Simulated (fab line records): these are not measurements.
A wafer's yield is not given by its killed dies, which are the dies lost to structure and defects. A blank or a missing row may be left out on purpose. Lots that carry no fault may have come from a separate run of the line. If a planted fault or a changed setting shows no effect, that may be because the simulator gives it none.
fab line records || flow ritCmos
[record] {"lots": 15, "wafers": 45, "lastDay": 7}
route steps=202 shown NSD@139
lots with no fault: from the same line, run without faults
startH: the number of hours between the record's first day and the start of the first shown wafer of the lot || waitH: time in hours since the lot's previous step || " as in the row above || L1.1+2: a row that stands for several wafers || - no value, or no start given || * or withheld: withheld || < > ~ a bound
route shown NAME@n: names a module that has steps shown in the file, with the first one's number in the route || usual: mean/standard deviation taken from wafers without a fault || same: alike in all rows || chamber/n: place in a boat || sites: per-site readings || _std_site: the standard deviation of these || _edge_site: outer sites' mean less inner sites' || radiusMm: for every site, how far away it sits from the centre of the wafer || mask NAME#n: copy n || behind: the last tool/chamber to shape the wafer || hold: reason for holding the lot/hours on hold/outcome of the hold || device: names the non-switching transistor (n, p or np) || end of line: tests run on the same wafers once the route is complete || for a step that has no rows: nothing shown but its recipe || killed: count of dies lost to structure and defects at first sort (not the wafer's yield) || map: a wafer's dies, marking killed ones x, the rest . and places with no die _
set.NAME: the setting the step ran with; set.NAME@STEP: the setting that earlier step ran with || model.NAME: the simulator's own value behind a step, which no gauge read
the route's steps for a sample of lots (tables are steps, rows are wafers)
services: a tool's chamber out of use, with start hour (startH, from the record's first day; less than 0 if before it), hours out, and reason
[[steps]]
[step RIT_NSD_IMPLANT_08]
[recipe] {"species": "P", "energyKev": 25, "doseCm2": 1e+15, "tiltDeg": 7}
[usual] {"doseIonsCm2": "9.999e+14/1.1e+12", "faradayCurrentUA": "3130/60"}
{"lot.wafer": "L142.2", "tool": "implanter-04", "chamber": 0, "startH": 65.45, "waitH": 0.1, "doseIonsCm2": 1.0026e+15, "faradayCurrentUA": 3263}
{"lot.wafer": "L142.5", "tool": "implanter-04", "chamber": 0, "startH": 65.45, "waitH": 0.1, "doseIonsCm2": 9.98e+14, "faradayCurrentUA": 3104}
{"lot.wafer": "L142.6", "tool": "implanter-04", "chamber": 0, "startH": 65.45, "waitH": 0.1, "doseIonsCm2": 1.0011e+15, "faradayCurrentUA": 3045}
{"lot.wafer": "L144.4", "tool": "implanter-04", "chamber": 0, "startH": 90.32, "waitH": 0.1, "doseIonsCm2": 9.974e+14, "faradayCurrentUA": 3194}
{"lot.wafer": "L144.5", "tool": "implanter-04", "chamber": 0, "startH": 90.32, "waitH": 0.1, "doseIonsCm2": 9.981e+14, "faradayCurrentUA": 3065}
{"lot.wafer": "L144.6", "tool": "implanter-04", "chamber": 0, "startH": 90.32, "waitH": 0.1, "doseIonsCm2": 9.998e+14, "faradayCurrentUA": 3032}
{"lot.wafer": "L145.3", "tool": "implanter-03", "chamber": 0, "startH": 90.44, "waitH": 0.1, "doseIonsCm2": 1.0006e+15, "faradayCurrentUA": 3086}
{"lot.wafer": "L145.4", "tool": "implanter-03", "chamber": 0, "startH": 90.44, "waitH": 0.1, "doseIonsCm2": 1.0007e+15, "faradayCurrentUA": 3114}
{"lot.wafer": "L145.6", "tool": "implanter-03", "chamber": 0, "startH": 90.44, "waitH": 0.1, "doseIonsCm2": 1.0019e+15, "faradayCurrentUA": 3125}
{"lot.wafer": "L146.1", "tool": "implanter-04", "chamber": 0, "startH": 97.16, "waitH": 0.1, "doseIonsCm2": 9.986e+14, "faradayCurrentUA": 3066}
{"lot.wafer": "L146.4", "tool": "implanter-04", "chamber": 0, "startH": 97.16, "waitH": 0.1, "doseIonsCm2": 1e+15, "faradayCurrentUA": 3185}
{"lot.wafer": "L146.6", "tool": "implanter-04", "chamber": 0, "startH": 97.16, "waitH": 0.1, "doseIonsCm2": 1.0018e+15, "faradayCurrentUA": 3139}
{"lot.wafer": "L148.2", "tool": "implanter-03", "chamber": 0, "startH": 97.48, "waitH": 0.1, "doseIonsCm2": 1.0005e+15, "faradayCurrentUA": 3190}
{"lot.wafer": "L148.4", "tool": "implanter-03", "chamber": 0, "startH": 97.48, "waitH": 0.1, "doseIonsCm2": 1.0003e+15, "faradayCurrentUA": 3235}
{"lot.wafer": "L148.6", "tool": "implanter-03", "chamber": 0, "startH": 97.48, "waitH": 0.1, "doseIonsCm2": 1.0004e+15, "faradayCurrentUA": 3067}
{"lot.wafer": "L147.4", "tool": "implanter-04", "chamber": 0, "startH": 100.75, "waitH": 0.1, "doseIonsCm2": 1.0003e+15, "faradayCurrentUA": 3041}
{"lot.wafer": "L147.5", "tool": "implanter-04", "chamber": 0, "startH": 100.75, "waitH": 0.1, "doseIonsCm2": 1.0004e+15, "faradayCurrentUA": 3146}
{"lot.wafer": "L147.6", "tool": "implanter-04", "chamber": 0, "startH": 100.75, "waitH": 0.1, "doseIonsCm2": 1.0001e+15, "faradayCurrentUA": 3133}
{"lot.wafer": "L149.2", "tool": "implanter-04", "chamber": 0, "startH": 110.80, "waitH": 0.1, "doseIonsCm2": 1.0007e+15, "faradayCurrentUA": 3210}
{"lot.wafer": "L149.3", "tool": "implanter-04", "chamber": 0, "startH": 110.80, "waitH": 0.1, "doseIonsCm2": 9.99e+14, "faradayCurrentUA": 3138}
{"lot.wafer": "L149.6", "tool": "implanter-04", "chamber": 0, "startH": 110.80, "waitH": 0.1, "doseIonsCm2": 1.0002e+15, "faradayCurrentUA": 3117}
{"lot.wafer": "L151.1", "tool": "implanter-03", "chamber": 0, "startH": 111.69, "waitH": 0.1, "doseIonsCm2": 9.688e+14, "faradayCurrentUA": 3043}
{"lot.wafer": "L151.2", "tool": "implanter-03", "chamber": 0, "startH": 111.69, "waitH": 0.1, "doseIonsCm2": 9.706e+14, "faradayCurrentUA": 2993}
{"lot.wafer": "L151.5", "tool": "implanter-03", "chamber": 0, "startH": 111.69, "waitH": 0.1, "doseIonsCm2": 9.689e+14, "faradayCurrentUA": 3026}
{"lot.wafer": "L156.3", "tool": "implanter-03", "chamber": 0, "startH": 135.23, "waitH": 0.1, "doseIonsCm2": 9.693e+14, "faradayCurrentUA": 3042}
{"lot.wafer": "L156.4", "tool": "implanter-03", "chamber": 0, "startH": 135.23, "waitH": 0.1, "doseIonsCm2": 9.672e+14, "faradayCurrentUA": 3037}
{"lot.wafer": "L156.5", "tool": "implanter-03", "chamber": 0, "startH": 135.23, "waitH": 0.1, "doseIonsCm2": 9.686e+14, "faradayCurrentUA": 2968}
{"lot.wafer": "L155.1", "tool": "implanter-03", "chamber": 0, "startH": 137.62, "waitH": 0.1, "doseIonsCm2": 9.702e+14, "faradayCurrentUA": 3040}
{"lot.wafer": "L155.5", "tool": "implanter-03", "chamber": 0, "startH": 137.62, "waitH": 0.1, "doseIonsCm2": 9.708e+14, "faradayCurrentUA": 2982}
{"lot.wafer": "L155.6", "tool": "implanter-03", "chamber": 0, "startH": 137.62, "waitH": 0.1, "doseIonsCm2": 9.691e+14, "faradayCurrentUA": 3080}
{"lot.wafer": "L159.1", "tool": "implanter-04", "chamber": 0, "startH": 144.98, "waitH": 0.1, "doseIonsCm2": 1e+15, "faradayCurrentUA": 3161}
{"lot.wafer": "L159.4", "tool": "implanter-04", "chamber": 0, "startH": 144.98, "waitH": 0.1, "doseIonsCm2": 9.969e+14, "faradayCurrentUA": 3088}
{"lot.wafer": "L159.6", "tool": "implanter-04", "chamber": 0, "startH": 144.98, "waitH": 0.1, "doseIonsCm2": 1.0003e+15, "faradayCurrentUA": 3080}
{"lot.wafer": "L160.3", "tool": "implanter-01", "chamber": 0, "startH": 149.03, "waitH": 0.1, "doseIonsCm2": 9.994e+14, "faradayCurrentUA": 3151}
{"lot.wafer": "L160.4", "tool": "implanter-01", "chamber": 0, "startH": 149.03, "waitH": 0.1, "doseIonsCm2": 9.983e+14, "faradayCurrentUA": 3072}
{"lot.wafer": "L160.6", "tool": "implanter-01", "chamber": 0, "startH": 149.03, "waitH": 0.1, "doseIonsCm2": 9.99e+14, "faradayCurrentUA": 3099}
{"lot.wafer": "L161.3", "tool": "implanter-01", "chamber": 0, "startH": 153.22, "waitH": 0.1, "doseIonsCm2": 9.994e+14, "faradayCurrentUA": 3042}
{"lot.wafer": "L161.4", "tool": "implanter-01", "chamber": 0, "startH": 153.22, "waitH": 0.1, "doseIonsCm2": 1.0009e+15, "faradayCurrentUA": 3195}
{"lot.wafer": "L161.5", "tool": "implanter-01", "chamber": 0, "startH": 153.22, "waitH": 0.1, "doseIonsCm2": 1.0012e+15, "faradayCurrentUA": 3028}
{"lot.wafer": "L162.4", "tool": "implanter-01", "chamber": 0, "startH": 157.56, "waitH": 0.1, "doseIonsCm2": 1.0019e+15, "faradayCurrentUA": 3132}
{"lot.wafer": "L162.5", "tool": "implanter-01", "chamber": 0, "startH": 157.56, "waitH": 0.1, "doseIonsCm2": 9.996e+14, "faradayCurrentUA": 3193}
{"lot.wafer": "L162.6", "tool": "implanter-01", "chamber": 0, "startH": 157.56, "waitH": 0.1, "doseIonsCm2": 9.998e+14, "faradayCurrentUA": 3243}
{"lot.wafer": "L163.1", "tool": "implanter-04", "chamber": 0, "startH": 158.93, "waitH": 0.1, "doseIonsCm2": 9.996e+14, "faradayCurrentUA": 3045}
{"lot.wafer": "L163.3", "tool": "implanter-04", "chamber": 0, "startH": 158.93, "waitH": 0.1, "doseIonsCm2": 9.983e+14, "faradayCurrentUA": 3066}
{"lot.wafer": "L163.6", "tool": "implanter-04", "chamber": 0, "startH": 158.93, "waitH": 0.1, "doseIonsCm2": 1.0007e+15, "faradayCurrentUA": 3213}
[step RIT_SDANNEAL_RS_MEAS_05]
[recipe] {"thkMeasGauge": "four-point-probe"}
[usual] {"NSD_RS": "84.54/0.26"}
{"lot.wafer": "L142.2", "tool": "filmMetro-01", "chamber": "-", "startH": 68.20, "waitH": 0.1, "NSD_RS[ohm/sq]": 84.42}
{"lot.wafer": "L142.5", "tool": "filmMetro-01", "chamber": "-", "startH": 68.20, "waitH": 0.1, "NSD_RS[ohm/sq]": 84.57}
{"lot.wafer": "L142.6", "tool": "filmMetro-01", "chamber": "-", "startH": 68.20, "waitH": 0.1, "NSD_RS[ohm/sq]": 84.55}
{"lot.wafer": "L144.4", "tool": "filmMetro-02", "chamber": "-", "startH": 92.88, "waitH": 0.1, "NSD_RS[ohm/sq]": 84.91}
{"lot.wafer": "L144.5", "tool": "filmMetro-02", "chamber": "-", "startH": 92.88, "waitH": 0.1, "NSD_RS[ohm/sq]": 85.00}
{"lot.wafer": "L144.6", "tool": "filmMetro-02", "chamber": "-", "startH": 92.88, "waitH": 0.1, "NSD_RS[ohm/sq]": 84.78}
{"lot.wafer": "L145.3", "tool": "filmMetro-03", "chamber": "-", "startH": 92.98, "waitH": 0.1, "NSD_RS[ohm/sq]": 84.68}
{"lot.wafer": "L145.4", "tool": "filmMetro-03", "chamber": "-", "startH": 92.98, "waitH": 0.1, "NSD_RS[ohm/sq]": 84.52}
{"lot.wafer": "L145.6", "tool": "filmMetro-03", "chamber": "-", "startH": 92.98, "waitH": 0.1, "NSD_RS[ohm/sq]": 84.50}
{"lot.wafer": "L146.1", "tool": "filmMetro-03", "chamber": "-", "startH": 100.56, "waitH": 0.1, "NSD_RS[ohm/sq]": 84.64}
{"lot.wafer": "L146.4", "tool": "filmMetro-03", "chamber": "-", "startH": 100.56, "waitH": 0.1, "NSD_RS[ohm/sq]": 84.62}
{"lot.wafer": "L146.6", "tool": "filmMetro-03", "chamber": "-", "startH": 100.56, "waitH": 0.1, "NSD_RS[ohm/sq]": 84.66}
{"lot.wafer": "L148.2", "tool": "filmMetro-01", "chamber": "-", "startH": 101.12, "waitH": 0.1, "NSD_RS[ohm/sq]": 84.52}
{"lot.wafer": "L148.4", "tool": "filmMetro-01", "chamber": "-", "startH": 101.12, "waitH": 0.1, "NSD_RS[ohm/sq]": 84.36}
{"lot.wafer": "L148.6", "tool": "filmMetro-01", "chamber": "-", "startH": 101.12, "waitH": 0.1, "NSD_RS[ohm/sq]": 84.45}
{"lot.wafer": "L149.2", "tool": "filmMetro-03", "chamber": "-", "startH": 113.87, "waitH": 0.1, "NSD_RS[ohm/sq]": 84.84}
{"lot.wafer": "L149.3", "tool": "filmMetro-03", "chamber": "-", "startH": 113.87, "waitH": 0.1, "NSD_RS[ohm/sq]": 84.60}
{"lot.wafer": "L149.6", "tool": "filmMetro-03", "chamber": "-", "startH": 113.87, "waitH": 0.1, "NSD_RS[ohm/sq]": 84.58}
{"lot.wafer": "L147.4", "tool": "filmMetro-02", "chamber": "-", "startH": 114.21, "waitH": 0.1, "NSD_RS[ohm/sq]": 84.57}
{"lot.wafer": "L147.5", "tool": "filmMetro-02", "chamber": "-", "startH": 114.21, "waitH": 0.1, "NSD_RS[ohm/sq]": 84.51}
{"lot.wafer": "L147.6", "tool": "filmMetro-02", "chamber": "-", "startH": 114.21, "waitH": 0.1, "NSD_RS[ohm/sq]": 84.79}
{"lot.wafer": "L151.1", "tool": "filmMetro-03", "chamber": "-", "startH": 114.45, "waitH": 0.1, "NSD_RS[ohm/sq]": 86.79}
{"lot.wafer": "L151.2", "tool": "filmMetro-03", "chamber": "-", "startH": 114.45, "waitH": 0.1, "NSD_RS[ohm/sq]": 86.60}
{"lot.wafer": "L151.5", "tool": "filmMetro-03", "chamber": "-", "startH": 114.45, "waitH": 0.1, "NSD_RS[ohm/sq]": 86.92}
{"lot.wafer": "L156.3", "tool": "filmMetro-01", "chamber": "-", "startH": 137.76, "waitH": 0.1, "NSD_RS[ohm/sq]": 86.64}
{"lot.wafer": "L156.4", "tool": "filmMetro-01", "chamber": "-", "startH": 137.76, "waitH": 0.1, "NSD_RS[ohm/sq]": 86.53}
{"lot.wafer": "L156.5", "tool": "filmMetro-01", "chamber": "-", "startH": 137.76, "waitH": 0.1, "NSD_RS[ohm/sq]": 86.31}
{"lot.wafer": "L155.1", "tool": "filmMetro-02", "chamber": "-", "startH": 140.26, "waitH": 0.1, "NSD_RS[ohm/sq]": 87.17}
{"lot.wafer": "L155.5", "tool": "filmMetro-02", "chamber": "-", "startH": 140.26, "waitH": 0.1, "NSD_RS[ohm/sq]": 87.16}
{"lot.wafer": "L155.6", "tool": "filmMetro-02", "chamber": "-", "startH": 140.26, "waitH": 0.1, "NSD_RS[ohm/sq]": 87.07}
{"lot.wafer": "L159.1", "tool": "filmMetro-01", "chamber": "-", "startH": 147.85, "waitH": 0.1, "NSD_RS[ohm/sq]": 84.00}
{"lot.wafer": "L159.4", "tool": "filmMetro-01", "chamber": "-", "startH": 147.85, "waitH": 0.1, "NSD_RS[ohm/sq]": 83.87}
{"lot.wafer": "L159.6", "tool": "filmMetro-01", "chamber": "-", "startH": 147.85, "waitH": 0.1, "NSD_RS[ohm/sq]": 84.21}
{"lot.wafer": "L160.3", "tool": "filmMetro-02", "chamber": "-", "startH": 151.37, "waitH": 0.1, "NSD_RS[ohm/sq]": 84.52}
{"lot.wafer": "L160.4", "tool": "filmMetro-02", "chamber": "-", "startH": 151.37, "waitH": 0.1, "NSD_RS[ohm/sq]": 84.51}
{"lot.wafer": "L160.6", "tool": "filmMetro-02", "chamber": "-", "startH": 151.37, "waitH": 0.1, "NSD_RS[ohm/sq]": 84.33}
{"lot.wafer": "L161.3", "tool": "filmMetro-02", "chamber": "-", "startH": 155.74, "waitH": 0.1, "NSD_RS[ohm/sq]": 84.48}
{"lot.wafer": "L161.4", "tool": "filmMetro-02", "chamber": "-", "startH": 155.74, "waitH": 0.1, "NSD_RS[ohm/sq]": 84.43}
{"lot.wafer": "L161.5", "tool": "filmMetro-02", "chamber": "-", "startH": 155.74, "waitH": 0.1, "NSD_RS[ohm/sq]": 84.33}
{"lot.wafer": "L162.4", "tool": "filmMetro-03", "chamber": "-", "startH": 160.20, "waitH": 0.1, "NSD_RS[ohm/sq]": 84.46}
{"lot.wafer": "L162.5", "tool": "filmMetro-03", "chamber": "-", "startH": 160.20, "waitH": 0.1, "NSD_RS[ohm/sq]": 84.45}
{"lot.wafer": "L162.6", "tool": "filmMetro-03", "chamber": "-", "startH": 160.20, "waitH": 0.1, "NSD_RS[ohm/sq]": 84.10}
{"lot.wafer": "L163.1", "tool": "filmMetro-03", "chamber": "-", "startH": 161.31, "waitH": 0.1, "NSD_RS[ohm/sq]": 84.62}
{"lot.wafer": "L163.3", "tool": "filmMetro-03", "chamber": "-", "startH": 161.31, "waitH": 0.1, "NSD_RS[ohm/sq]": 84.46}
{"lot.wafer": "L163.6", "tool": "filmMetro-03", "chamber": "-", "startH": 161.31, "waitH": 0.1, "NSD_RS[ohm/sq]": 84.59}
[[services]]
{"tool": "implanter-04", "chamber": "-", "startH": 46.20, "hours": 6.6, "kind": "repair"}
{"tool": "implanter-01", "chamber": "-", "startH": 78.30, "hours": 2.3, "kind": "repair"}
{"tool": "implanter-04", "chamber": "-", "startH": 79.93, "hours": 0.6, "kind": "repair"}
{"tool": "implanter-01", "chamber": "-", "startH": 80.56, "hours": 20.9, "kind": "pm"}
[[key]]
[firstSign] {"step": "RIT_NSD_IMPLANT_08", "reading": "doseIonsCm2", "direction": "down", "sigmas": 28, "usual": 9.999e+14, "struck": 9.693e+14}
[effect] {"step": "RIT_NSD_IMPLANT_08", "reading": "faradayCurrentUA", "direction": "down", "sigmas": 1.8, "usual": 3130, "struck": 3024}
[effect] {"step": "RIT_SDANNEAL_RS_MEAS_05", "reading": "NSD_RS", "direction": "up", "sigmas": 8.8, "usual": 84.54, "struck": 86.80}
metAt RIT_NSD_IMPLANT_08
struckLots L151,L155,L156
testerLeftOut L151,L155,L156
onsetBetween 97.48 111.69
[fault] {"kind": "processParameterDrift", "tool": "implanter-03", "chamber": "-", "onsetH": 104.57, "steps": "RIT_NSD_IMPLANT_08", "channel": "doseCm2", "offset": -3.1037e+13, "shape": "step", "endH": 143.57, "actsIn": "theseRecipesOnly", "stated": 1e+15}
// testerLeftOut: of these lots the tester's yield and bins aren't shown, on N5 and GAA mostly nor the transistor test; their killed dies are dies lost to structure and defects alone, not to doping, threshold or leakage, so they don't give the yield
